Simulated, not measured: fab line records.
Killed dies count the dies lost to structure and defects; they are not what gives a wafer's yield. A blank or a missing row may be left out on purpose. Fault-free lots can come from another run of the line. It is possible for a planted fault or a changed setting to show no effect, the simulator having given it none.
A sampling plan put to the test	flow berkeley-cmos170	25 faults told of in these records, all on one fab line, each judged by the records of the lots it struck
The plan consists of the line's own looks: route steps at which the wafer is read by a gauge or an inspection but not changed. A look can be judged if struck wafers have a number there and the file gives its usual mean and standard deviation on fault-free wafers. Caught: 4 or more of those standard deviations (sigma) separate the usual mean from the mean of the struck wafers at a look after the fault's first step. On the tool: the same test on the tool's own readings at the fault's steps. Caught also covers a different recipe on the struck wafers, or a record left blank for those wafers only.

## THE FAULTS, as the simulator had put them in
1. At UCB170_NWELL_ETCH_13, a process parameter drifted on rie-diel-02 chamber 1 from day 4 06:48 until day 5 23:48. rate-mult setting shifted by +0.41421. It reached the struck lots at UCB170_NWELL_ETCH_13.
2. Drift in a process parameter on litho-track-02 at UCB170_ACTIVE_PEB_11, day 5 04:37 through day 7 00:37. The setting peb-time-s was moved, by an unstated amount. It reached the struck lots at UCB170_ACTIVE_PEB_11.
3. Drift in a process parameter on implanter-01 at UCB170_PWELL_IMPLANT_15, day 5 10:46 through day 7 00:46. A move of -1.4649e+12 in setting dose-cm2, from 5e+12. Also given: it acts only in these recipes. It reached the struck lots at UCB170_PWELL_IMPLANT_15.
4. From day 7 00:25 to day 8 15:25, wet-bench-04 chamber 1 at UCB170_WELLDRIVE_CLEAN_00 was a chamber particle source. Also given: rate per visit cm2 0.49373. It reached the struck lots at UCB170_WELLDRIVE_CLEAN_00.
5. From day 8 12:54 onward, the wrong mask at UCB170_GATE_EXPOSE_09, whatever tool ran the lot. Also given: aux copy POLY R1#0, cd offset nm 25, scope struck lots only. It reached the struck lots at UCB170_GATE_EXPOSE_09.
6. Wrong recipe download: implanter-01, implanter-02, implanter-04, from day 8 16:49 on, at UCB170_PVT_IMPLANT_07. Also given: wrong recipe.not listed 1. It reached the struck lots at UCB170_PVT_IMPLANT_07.
7. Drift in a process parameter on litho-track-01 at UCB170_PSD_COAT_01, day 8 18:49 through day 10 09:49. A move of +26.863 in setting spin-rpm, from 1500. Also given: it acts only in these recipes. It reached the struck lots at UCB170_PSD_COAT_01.
8. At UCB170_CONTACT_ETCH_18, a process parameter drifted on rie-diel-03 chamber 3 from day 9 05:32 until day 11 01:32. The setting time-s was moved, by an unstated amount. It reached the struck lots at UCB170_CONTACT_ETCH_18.
9. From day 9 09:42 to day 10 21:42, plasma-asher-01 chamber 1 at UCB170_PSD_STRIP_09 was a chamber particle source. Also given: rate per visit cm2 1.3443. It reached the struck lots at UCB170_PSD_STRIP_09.
10. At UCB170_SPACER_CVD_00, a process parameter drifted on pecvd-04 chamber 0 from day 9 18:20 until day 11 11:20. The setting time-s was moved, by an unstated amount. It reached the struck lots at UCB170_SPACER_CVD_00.
11. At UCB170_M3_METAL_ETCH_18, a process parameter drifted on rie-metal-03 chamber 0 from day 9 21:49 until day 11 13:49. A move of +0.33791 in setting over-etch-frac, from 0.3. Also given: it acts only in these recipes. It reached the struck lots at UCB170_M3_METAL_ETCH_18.
12. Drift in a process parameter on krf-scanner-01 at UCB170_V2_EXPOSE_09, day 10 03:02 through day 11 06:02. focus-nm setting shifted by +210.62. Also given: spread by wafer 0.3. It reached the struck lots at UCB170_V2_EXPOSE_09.
13. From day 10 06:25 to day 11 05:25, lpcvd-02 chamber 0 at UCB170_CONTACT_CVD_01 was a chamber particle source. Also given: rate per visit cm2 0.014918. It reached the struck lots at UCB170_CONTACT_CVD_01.
14. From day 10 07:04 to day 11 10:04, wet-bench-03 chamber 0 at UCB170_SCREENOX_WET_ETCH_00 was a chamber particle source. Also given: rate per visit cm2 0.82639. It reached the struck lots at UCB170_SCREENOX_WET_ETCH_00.
15. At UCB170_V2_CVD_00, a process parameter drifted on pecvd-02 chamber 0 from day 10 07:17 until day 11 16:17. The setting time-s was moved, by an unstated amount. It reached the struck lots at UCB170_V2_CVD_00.
16. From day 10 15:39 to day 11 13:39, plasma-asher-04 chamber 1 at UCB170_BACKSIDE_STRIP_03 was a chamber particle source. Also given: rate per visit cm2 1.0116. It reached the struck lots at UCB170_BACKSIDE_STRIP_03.
17. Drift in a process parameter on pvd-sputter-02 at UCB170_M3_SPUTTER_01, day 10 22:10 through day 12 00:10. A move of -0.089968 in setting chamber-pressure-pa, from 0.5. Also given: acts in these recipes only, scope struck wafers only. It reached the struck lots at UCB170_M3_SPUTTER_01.
18. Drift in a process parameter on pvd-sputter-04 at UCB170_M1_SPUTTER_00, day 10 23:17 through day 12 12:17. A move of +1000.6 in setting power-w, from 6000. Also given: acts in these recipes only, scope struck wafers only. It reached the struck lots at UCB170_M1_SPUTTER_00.
19. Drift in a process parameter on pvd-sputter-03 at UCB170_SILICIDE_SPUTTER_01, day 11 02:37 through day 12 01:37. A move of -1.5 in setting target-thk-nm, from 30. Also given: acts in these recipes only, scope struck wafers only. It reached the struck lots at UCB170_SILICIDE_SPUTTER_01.
20. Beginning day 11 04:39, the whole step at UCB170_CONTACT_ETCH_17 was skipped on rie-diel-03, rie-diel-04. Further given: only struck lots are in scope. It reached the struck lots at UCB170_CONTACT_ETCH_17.
21. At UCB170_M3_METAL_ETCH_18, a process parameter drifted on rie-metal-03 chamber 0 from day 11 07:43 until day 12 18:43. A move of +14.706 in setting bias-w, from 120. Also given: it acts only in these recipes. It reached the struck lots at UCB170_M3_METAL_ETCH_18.
22. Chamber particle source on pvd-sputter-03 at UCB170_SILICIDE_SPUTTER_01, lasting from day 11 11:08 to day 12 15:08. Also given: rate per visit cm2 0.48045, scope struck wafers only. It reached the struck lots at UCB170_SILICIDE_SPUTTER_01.
23. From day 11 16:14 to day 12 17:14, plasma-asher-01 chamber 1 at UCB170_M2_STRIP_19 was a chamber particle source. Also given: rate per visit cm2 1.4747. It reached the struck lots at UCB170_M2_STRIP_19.
24. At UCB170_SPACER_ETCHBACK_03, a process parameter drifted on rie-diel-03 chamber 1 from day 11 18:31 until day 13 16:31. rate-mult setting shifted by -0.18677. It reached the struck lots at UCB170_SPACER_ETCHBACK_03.
25. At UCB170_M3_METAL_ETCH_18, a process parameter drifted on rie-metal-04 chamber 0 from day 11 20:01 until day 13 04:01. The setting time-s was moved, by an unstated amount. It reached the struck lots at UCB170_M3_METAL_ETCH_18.

## WHAT THE PLAN SAW
fault	on the tool itself	first look that catches it	reading, sigma	median hours from its first step to that look	hours from the fault's start to the first struck lot there	judged looks passed uncaught
1	under 2 sigma	none of the 2 looks that can be judged after it	-	-	-	2
2	no reading that can be judged	UCB170_ACTIVE_CD_MEAS_13	cd-nm -4.5	0.3	0	0
3	dose-ions-cm2 -99 or beyond sigma	UCB170_PWELL_TW_MEAS_17	PWELL_TW -21	0.2	4	0
4	no reading that can be judged	not the one look that can be judged after it	-	-	-	1
5	no reading that can be judged	UCB170_GATE_CD_MEAS_12	cd-nm +17	0.7	3	0
6	no reading that can be judged	UCB170_PVT_TW_MEAS_09	PVT_TW +54	0.2	4	0
7	spin-speed-rpm +30 sigma	no look after it can be judged	-	-	-	0
8	run-length-s +78 sigma	no look after it can be judged	-	-	-	0
9	under 2 sigma	none of the 2 looks that can be judged after it	-	-	-	2
10	run-length-s +37 sigma	UCB170_SPACER_THK_MEAS_01	SPACER_TEOS_THK +29	0.1	8	0
11	oes-product-au -8.0 sigma	UCB170_M3_CD_MEAS_90	cd-nm -4.8	0.3	5	0
12	exposure-dose-mJ-cm2 -4.3 sigma	UCB170_V2_CD_MEAS_12	cd-nm +4.4	0.4	14	0
13	under 2 sigma	not the one look that can be judged after it	-	-	-	1
14	under 2 sigma	none of the 2 looks that can be judged after it	-	-	-	2
15	run-length-s +50 sigma	UCB170_V2_THK_MEAS_01	V2_TEOS_THK +5.0	0.1	8	0
16	under 2 sigma	not the one look that can be judged after it	-	-	-	1
17	chamber-pressure-pa -81 sigma	UCB170_M3_RS_MEAS_02	M3_AL_RS -4.7	0.1	6	0
18	cathode-dc-power-W +99 or beyond sigma	UCB170_M1_RS_MEAS_01	M1_AL_RS -13	0.1	8	0
19	under 2 sigma	UCB170_SILICIDE_RS_MEAS_02	SILICIDE_TI_RS +4.1	0.1	4	0
20	the tool's record is blank for the struck wafers	no look after it can be judged	-	-	-	0
21	bias-w +42 sigma	not the one look that can be judged after it	-	-	-	1
22	under 2 sigma	none of the 8 looks that can be judged after it	-	-	-	8
23	under 2 sigma	none of the 9 looks that can be judged after it	-	-	-	9
24	only faintly: oes-product-au -2.0 sigma	no look after it can be judged	-	-	-	0
25	run-length-s -99 or beyond sigma	UCB170_M3_CD_MEAS_90	cd-nm +5.0	0.3	7	0
A dash: this means the fault isn't caught or the number doesn't appear in these records.

Caught at a look: 12 of 25. Caught on the tool: 12 of 25. By one or the other: 16 of 25.
Caught on the tool alone: faults 7, 8, 20, 21.
Caught at a look alone: faults 2, 5, 6, 19.
Caught by neither: faults 1, 4, 9, 13, 14, 16, 22, 23, 24.

## THINNER SAMPLING
In the worst case, this is how late the first struck lot would be measured if the look that catches a fault measured only every second or every third lot, by lot number:
fault	struck lots at that look, in order of time	every lot	every second lot	every third lot
2	L178, L184	0 h	may miss all 2	may miss all 2
3	L496, L499	4 h	25 h	may miss all 2
5	L108	3 h	may miss it	may miss it
6	L623, L622, L624, L625	4 h	4 h	4 h
10	L871, L875	8 h	may miss all 2	may miss all 2
11	L981, L984	5 h	24 h	may miss all 2
12	L870	14 h	may miss it	may miss it
15	L176, L178	8 h	may miss all 2	may miss all 2
17	L250, L255	6 h	18 h	may miss all 2
18	L491	8 h	may miss it	may miss it
19	L945, L948	4 h	13 h	may miss all 2
25	L781, L783	7 h	may miss all 2	may miss all 2
Hours: fault start to first struck lot measured. The limit of 4 sigma was tested on all struck wafers together, so one lot alone may lie under it. Other struck lots may not be in these records.

## THE LONGEST TIMED WAY FROM STEP TO LOOK
Fault 5: median gap of 0.7 hours between UCB170_GATE_EXPOSE_09 and UCB170_GATE_CD_MEAS_12. No look between them can be judged.
